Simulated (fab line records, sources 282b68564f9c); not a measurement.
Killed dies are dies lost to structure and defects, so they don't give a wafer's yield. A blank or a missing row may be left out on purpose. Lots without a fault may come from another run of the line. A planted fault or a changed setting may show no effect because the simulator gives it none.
fab line records | flow rit_cmos
record lots=3 wafers=15
route steps=202 shown ACTIVE@7 GATE@91 PLDD@115 PSD@150 SDANNEAL@155 M1@196
start_h: hours from the record's first day to the start of the lot's first wafer shown | wait_h: hours since the lot's step before | " the same as in the row above | L1.1+2: a row that stands for several wafers | - no value, or no start given | * or withheld: withheld | < > ~ a bound
route shown NAME@n: a module of which the file shows steps, and the number in the route of the first | usual: mean/standard deviation of fault-free wafers | same: alike in all rows | chamber/n: place in a boat | sites: the reading at each site | _std_site: their standard deviation | _edge_site: outer sites' mean less inner sites' | radius_mm: how far each site lies from the wafer's centre | mask NAME#n: copy n | behind: the tool/chamber that last shaped the wafer | hold: why the lot was held/for how many hours/how that ended | device: the transistor (n, p or np) that didn't switch | end of line: the same wafers' tests at the end of the route | a step without rows: its recipe alone | killed: dies lost to structure and defects at the first sort, not the wafer's yield | map: a wafer's dies, x killed, . not, _ none there
set.NAME: the setting as run; set.NAME@STEP: as run at that earlier step | model.NAME: the simulator's own value behind a step, which no gauge read
lots whose settings were changed on purpose; a table a step, a row a wafer
## steps
# step RIT_ACTIVE_COAT_06
# recipe resist=NOVOLAK spin_rpm=3250 resist_thk_nm=1000
# columns lot.wafer tool chamber start_h wait_h set.resist_thk_nm model.NOVOLAK_of_ACTIVE_COAT_06.thk_nm
L075.1 litho_track-02 0 19.45 0.1 1000 1006
L075.2 " 0 " " 1021 1025
L075.3 " 0 " " 1021 1027
L075.4 " 0 " " 1021 1028
L075.5 " 0 " " 1000 1005
L075.6 " 0 " " 1000 1004
L079.1 litho_track-03 0 38.74 0.1 1000 999.3
L079.4 " 0 " " 1000 1000
L079.6 " 0 " " 1000 1001
L082.1 litho_track-02 0 54.08 0.1 1000 1006
L082.2 " 0 " " 1057 1062
L082.3 " 0 " " 1000 1001
L082.4 " 0 " " 1000 1003
L082.5 " 0 " " 1057 1060
L082.6 " 0 " " 1057 1061
# step RIT_ACTIVE_SOFTBAKE_07
# recipe resist=NOVOLAK temp_c=90 time_s=60
# step RIT_ACTIVE_EXPOSE_08
# recipe mask_id=M1 na=0.6 source_shape=conventional sigma_outer=0.6 target_cd_nm=1400 dose_mj=225
# step RIT_ACTIVE_PEB_09
# recipe resist=NOVOLAK temp_c=withheld time_s=withheld
# step RIT_ACTIVE_DEVELOP_10
# recipe resist=NOVOLAK develop_time_s=50 dev_temp_c=23
# step RIT_ACTIVE_CD_MEAS_11
# recipe target_cd_nm=1400
# usual cd_nm=1400.6/1.9
# columns lot.wafer tool chamber start_h wait_h set.resist_thk_nm@ACTIVE_COAT_06 cd_nm
L075.1 cd_sem-02 - 20.15 - 1000 1402.4
L075.2 " - " " 1021 1404.6
L075.3 " - " " 1021 1406.9
L075.4 " - " " 1021 1403.7
L075.5 " - " " 1000 1403.5
L075.6 " - " " 1000 1402.9
L079.1 cd_sem-02 - 39.44 - 1000 1401.9
L079.4 " - " " 1000 1401.1
L079.6 " - " " 1000 1401.8
L082.1 cd_sem-02 - 54.85 - 1000 1402.5
L082.2 " - " " 1057 1407.9
L082.3 " - " " 1000 1402.5
L082.4 " - " " 1000 1402.8
L082.5 " - " " 1057 1409.9
L082.6 " - " " 1057 1410.2
# step RIT_ACTIVE_HARDBAKE_12
# recipe resist=NOVOLAK temp_c=140 time_s=60
# columns lot.wafer tool chamber start_h wait_h set.resist_thk_nm@ACTIVE_COAT_06 model.NOVOLAK_of_ACTIVE_COAT_06.thk_nm
L075.1 litho_track-01 0 20.27 0.1 1000 889.1
L075.2 " 0 " " 1021 906
L075.3 " 0 " " 1021 907.3
L075.4 " 0 " " 1021 908.6
L075.5 " 0 " " 1000 888.3
L075.6 " 0 " " 1000 887.7
L079.1 litho_track-01 0 39.56 0.1 1000 883.2
L079.4 " 0 " " 1000 884.2
L079.6 " 0 " " 1000 884.4
L082.1 litho_track-01 0 54.97 0.1 1000 888.9
L082.2 " 0 " " 1057 937.8
L082.3 " 0 " " 1000 884.6
L082.4 " 0 " " 1000 886.6
L082.5 " 0 " " 1057 936.3
L082.6 " 0 " " 1057 936.9
# step RIT_ACTIVE_ETCH_13
# recipe stop_on=SiO2 chemistry=SF6 target=Si3N4 time_s=210 over_etch_frac=0.4 SF6_flow_sccm=200 pressure_mtorr=260 rf_w=125 target_depth_a=2100
# step RIT_ACTIVE_STRIP_14
# recipe chemistry=O2 time_s=180 resist=NOVOLAK platen_temp_c=withheld power_w=500 pressure_mtorr=4000 o2_flow_sccm=4000
# step RIT_ACTIVE_CD_MEAS_90
# recipe target_cd_nm=1400
# usual cd_nm=1400.5/1.9
# columns lot.wafer tool chamber start_h wait_h set.resist_thk_nm@ACTIVE_COAT_06 cd_nm
L075.1 cd_sem-02 - 20.80 0.2 1000 1402.1
L075.2 " - " " 1021 1404.7
L075.3 " - " " 1021 1406.7
L075.4 " - " " 1021 1404.1
L075.5 " - " " 1000 1403.3
L075.6 " - " " 1000 1402.9
L079.1 cd_sem-02 - 40.02 0.1 1000 1401.3
L079.4 " - " " 1000 1401.0
L079.6 " - " " 1000 1401.5
L082.1 cd_sem-02 - 55.43 0.1 1000 1402.0
L082.2 " - " " 1057 1407.5
L082.3 " - " " 1000 1402.4
L082.4 " - " " 1000 1402.2
L082.5 " - " " 1057 1409.6
L082.6 " - " " 1057 1410.3
# step RIT_GATE_DEVELOP_15
# recipe resist=NOVOLAK develop_time_s=50 dev_temp_c=23
# columns lot.wafer tool chamber start_h wait_h set.develop_time_s
L075.1+2+3 litho_track-04 0 - - 50
L075.4+5+6 " 0 " " 55.05
L079.1+4+6 litho_track-02 0 - - 50
L082.1+3+5 litho_track-02 0 - - 56.01
L082.2+4+6 " 0 " " 50
# step RIT_PLDD_COAT_01
# recipe resist=NOVOLAK spin_rpm=3250 resist_thk_nm=1000
# columns lot.wafer tool chamber start_h wait_h set.resist_thk_nm model.NOVOLAK_of_PLDD_COAT_01.thk_nm
L075.1 litho_track-04 0 51.03 0.1 1000 997.9
L075.2 " 0 " " 948.9 945
L075.3 " 0 " " 1000 998
L075.4 " 0 " " 948.9 947.6
L075.5 " 0 " " 1000 996.9
L075.6 " 0 " " 948.9 947.4
L079.1 litho_track-02 0 68.37 0.1 1000 999.7
L079.4 " 0 " " 1000 1002
L079.6 " 0 " " 1000 1001
L082.1 litho_track-01 0 84.75 0.1 981.6 977.6
L082.2 " 0 " " 981.6 983.7
L082.3 " 0 " " 1000 999.5
L082.4 " 0 " " 981.6 981.4
L082.5 " 0 " " 1000 999.4
L082.6 " 0 " " 1000 996.2
# step RIT_PLDD_SOFTBAKE_02
# recipe resist=NOVOLAK temp_c=90 time_s=60
# step RIT_PLDD_EXPOSE_03
# recipe mask_id=M8 na=0.57 target_cd_nm=40900 dose_mj=250
# step RIT_PLDD_DEVELOP_05
# recipe resist=NOVOLAK develop_time_s=50 dev_temp_c=23
# step RIT_PLDD_HARDBAKE_07
# recipe resist=NOVOLAK temp_c=140 time_s=60
# columns lot.wafer tool chamber start_h wait_h set.resist_thk_nm@PLDD_COAT_01 model.NOVOLAK_of_PLDD_COAT_01.thk_nm
L075.1 litho_track-04 0 51.89 0.0 1000 882
L075.2 " 0 " " 948.9 835.7
L075.3 " 0 " " 1000 882.1
L075.4 " 0 " " 948.9 837.9
L075.5 " 0 " " 1000 881.1
L075.6 " 0 " " 948.9 837.8
L079.1 litho_track-02 0 69.23 0.0 1000 883.5
L079.4 " 0 " " 1000 885.9
L079.6 " 0 " " 1000 884.4
L082.1 litho_track-04 0 85.49 0.0 981.6 864.1
L082.2 " 0 " " 981.6 869.5
L082.3+5 " 0 " " 1000 883.3
L082.4 " 0 " " 981.6 867.4
L082.6 " 0 " " 1000 880.5
# step RIT_PSD_IMPLANT_08
# recipe species=BF2 energy_kev=27 dose_cm2=5e+15 tilt_deg=7
# columns lot.wafer tool chamber start_h wait_h set.energy_kev model.implant.rp_nm model.implant.drp_nm
L075.1+4+5 implanter-03 0 58.58 0.1 27 21.74 12.05
L075.2+3+6 " 0 " " 28.53 22.72 12.52
L079.1+4+6 implanter-04 0 75.93 0.1 27 21.61 12.05
L082.1+4+5 implanter-04 0 91.31 0.1 28.4 22.08 12.48
L082.2+3+6 " 0 " " 27 21.2 12.05
# step RIT_PSD_STRIP_09
# recipe chemistry=O2 time_s=180 resist=NOVOLAK platen_temp_c=withheld power_w=500 pressure_mtorr=4000 o2_flow_sccm=4000
# step RIT_SDANNEAL_CLEAN_02
# recipe chemistry=SC2 mix=3:3:50 time_s=600 temp_c=75 dry=n2_spin
# step RIT_SDANNEAL_RTA_03
# recipe temp_c=1050 time_s=5 idle_temp_c=600 ramp_up_c_per_s=342 ramp_down_c_per_s=171 cool_to_c=600 ambient=N2
# step RIT_SDANNEAL_RS_MEAS_04
# recipe thk_meas_gauge=four-point-probe
# usual PSD_RS=115.87/0.25
# columns lot.wafer tool chamber start_h wait_h set.energy_kev@PSD_IMPLANT_08 PSD_RS[ohm/sq]
L075.1 film_metro-02 - 59.39 0.0 27 115.81
L075.2 " - " " 28.53 112.25
L075.3 " - " " 28.53 112.32
L075.4 " - " " 27 115.59
L075.5 " - " " 27 115.56
L075.6 " - " " 28.53 112.36
L079.1 film_metro-02 - 76.74 0.0 27 115.67
L079.4 " - " " 27 115.94
L079.6 " - " " 27 115.76
L082.1 film_metro-01 - 92.12 0.0 28.4 113.07
L082.2 " - " " 27 115.71
L082.3 " - " " 27 115.84
L082.4 " - " " 28.4 113.03
L082.5 " - " " 28.4 113.01
L082.6 " - " " 27 115.66
# step RIT_M1_METAL_ETCH_12
# recipe stop_on=SiO2 chemistry=Cl2/BCl3 target=Al time_s=165 over_etch_frac=0.5 pressure_mtorr=100 target_depth_a=6000 rf_w=250 Cl2_flow_sccm=60 bcl3_flow_sccm=50
# columns lot.wafer tool chamber start_h wait_h set.rf_w model.NOVOLAK_of_M1_COAT_04.thk_nm
L075.1 rie_metal-01 1 64.69 0.2 250 -
L075.2 " 0 " " 265.7 795.9
L075.3 " 0 " " 265.7 792.6
L075.4 " 1 " " 265.7 782.1
L075.5 " 0 " " 250 818.1
L075.6 " 1 " " 250 801.8
L079.1 rie_metal-03 0 81.93 0.2 250 808.2
L079.4 " 0 " " 250 808
L079.6 " 0 " " 250 804.4
L082.1 rie_metal-03 1 97.60 0.2 250 802.6
L082.2 " 0 " " 264.3 786.7
L082.3 " 0 " " 250 809.4
L082.4 " 1 " " 264.3 785
L082.5 " 0 " " 264.3 792.1
L082.6 " 1 " " 250 806.7
# step RIT_M1_ANNEAL_15
# recipe temp_c=450 time_s=1800 ambient=forming_gas_H2N2
# columns lot.wafer tool chamber start_h wait_h set.time_s
L075.1+2+3+4+5+6 - - - 0.1 1883
L079.1+4+6 - - 82.56 0.1 1800
L082.1+2+3+4+5+6 - - - 0.1 1635
# step RIT_M1_PROBE_99
# columns lot.wafer tool chamber start_h wait_h set.develop_time_s@GATE_DEVELOP_15 model.etest.pmos_turned.r_on_ohm_um model.etest.pmos_0p15.r_on_ohm_um model.etest.pmos_0p3.r_on_ohm_um model.etest.nmos_0p15.r_on_ohm_um model.etest.nmos_0p3.r_on_ohm_um model.etest.nmos_0p15.drive_ua_um model.etest.pmos_0p15.drive_ua_um model.etest.npoly_line.line_ohm_um
L075.1 prober-01 - 67.01 0.1 50 3536 2838 6461 1142 2212 458.8 247.2 166.5
L075.2 prober-01 - 67.06 0.1 50 3648 2887 6626 1135 2232 466 240.9 170.6
L075.3 prober-01 - 67.11 0.2 50 3526 2809 6532 1123 2200 461.6 246.8 176.2
L075.4 prober-01 - 67.16 0.2 55.05 3210 2490 6239 1040 2136 539.2 288.9 207.9
L075.5 prober-01 - 67.21 0.2 55.05 3143 2422 6175 1010 2095 542.9 293.9 207.3
L075.6 prober-01 - 67.26 0.2 55.05 3137 2408 6166 1005 2088 556.3 301.2 220
L079.1 prober-01 - 84.18 0.1 50 3637 2928 6333 1172 2178 465.7 247.4 165.9
L079.4 prober-01 - 84.33 0.2 50 3561 2844 6322 1124 2160 466.7 251.6 163.1
L079.6 prober-01 - 84.43 0.2 50 3585 2884 6393 1161 2182 468.4 249.6 168.8
L082.1 prober-02 - 99.89 0.1 56.01 3143 2420 5956 1051 2086 538.2 303 207.2
L082.2 prober-02 - 99.94 0.1 50 3638 2898 6474 1191 2237 438.5 243.4 163.2
L082.3 prober-02 - 99.99 0.2 56.01 3176 2477 5919 1076 2096 522.5 293.9 200.4
L082.4 prober-02 - 100.04 0.2 50 3668 2947 6506 1239 2285 428.7 238.6 163.3
L082.5 prober-02 - 100.09 0.2 56.01 3146 2427 5896 1044 2082 531.1 299.3 206.4
L082.6 prober-02 - 100.14 0.2 50 3736 3013 6529 1244 2309 425 233 157.8
# killed by level:class
L079.1 M1:coat_microbubble_printed=2
L079.4 FOX1:geometric_particle:open=1 SPACER:geometric_particle:open=1
L079.6 GATE:geometric_particle:short=2 FOX1:geometric_particle:open=1 REOX:geometric_particle:short=1 SPACER:geometric_particle:open=1 SILICIDE:geometric_particle:open=1
## key
split step=RIT_ACTIVE_COAT_06 setting=resist_thk_nm stated=1000 by=wafer
response step=RIT_ACTIVE_COAT_06 reading=model.NOVOLAK_of_ACTIVE_COAT_06.thk_nm change=+10.1 per=1% r=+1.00
response step=RIT_ACTIVE_CD_MEAS_11 reading=cd_nm change=+1.16 per=1% r=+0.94
response step=RIT_ACTIVE_HARDBAKE_12 reading=model.NOVOLAK_of_ACTIVE_COAT_06.thk_nm change=+8.85 per=1% r=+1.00
response step=RIT_ACTIVE_CD_MEAS_90 reading=cd_nm change=+1.21 per=1% r=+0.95
split step=RIT_GATE_DEVELOP_15 setting=develop_time_s stated=50 by=wafer
response step=RIT_M1_PROBE_99 reading=model.etest.pmos_turned.r_on_ohm_um change=-42.3 per=1% r=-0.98
response step=RIT_M1_PROBE_99 reading=model.etest.pmos_0p15.r_on_ohm_um change=-41.5 per=1% r=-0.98
response step=RIT_M1_PROBE_99 reading=model.etest.pmos_0p3.r_on_ohm_um change=-42.5 per=1% r=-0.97
response step=RIT_M1_PROBE_99 reading=model.etest.nmos_0p15.r_on_ohm_um change=-12.9 per=1% r=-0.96
response step=RIT_M1_PROBE_99 reading=model.etest.nmos_0p3.r_on_ohm_um change=-13.7 per=1% r=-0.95
response step=RIT_M1_PROBE_99 reading=model.etest.nmos_0p15.drive_ua_um change=+8.31 per=1% r=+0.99
response step=RIT_M1_PROBE_99 reading=model.etest.pmos_0p15.drive_ua_um change=+4.98 per=1% r=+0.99
response step=RIT_M1_PROBE_99 reading=model.etest.npoly_line.line_ohm_um change=+3.77 per=1% r=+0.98
split step=RIT_PLDD_COAT_01 setting=resist_thk_nm stated=1000 by=wafer
response step=RIT_PLDD_COAT_01 reading=model.NOVOLAK_of_PLDD_COAT_01.thk_nm change=+9.92 per=1% r=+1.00
response step=RIT_PLDD_HARDBAKE_07 reading=model.NOVOLAK_of_PLDD_COAT_01.thk_nm change=+8.68 per=1% r=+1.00
split step=RIT_PSD_IMPLANT_08 setting=energy_kev stated=27 by=wafer
response step=RIT_PSD_IMPLANT_08 reading=model.implant.rp_nm change=+0.171 per=1% r=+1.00
response step=RIT_PSD_IMPLANT_08 reading=model.implant.drp_nm change=+0.0841 per=1% r=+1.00
response step=RIT_SDANNEAL_RS_MEAS_04 reading=PSD_RS change=-0.559 per=1% r=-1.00
split step=RIT_M1_METAL_ETCH_12 setting=rf_w stated=250 by=wafer
response step=RIT_M1_METAL_ETCH_12 reading=model.NOVOLAK_of_M1_COAT_04.thk_nm change=-3.17 per=1% r=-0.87
split step=RIT_M1_ANNEAL_15 setting=time_s stated=1800 by=lot
response none clear
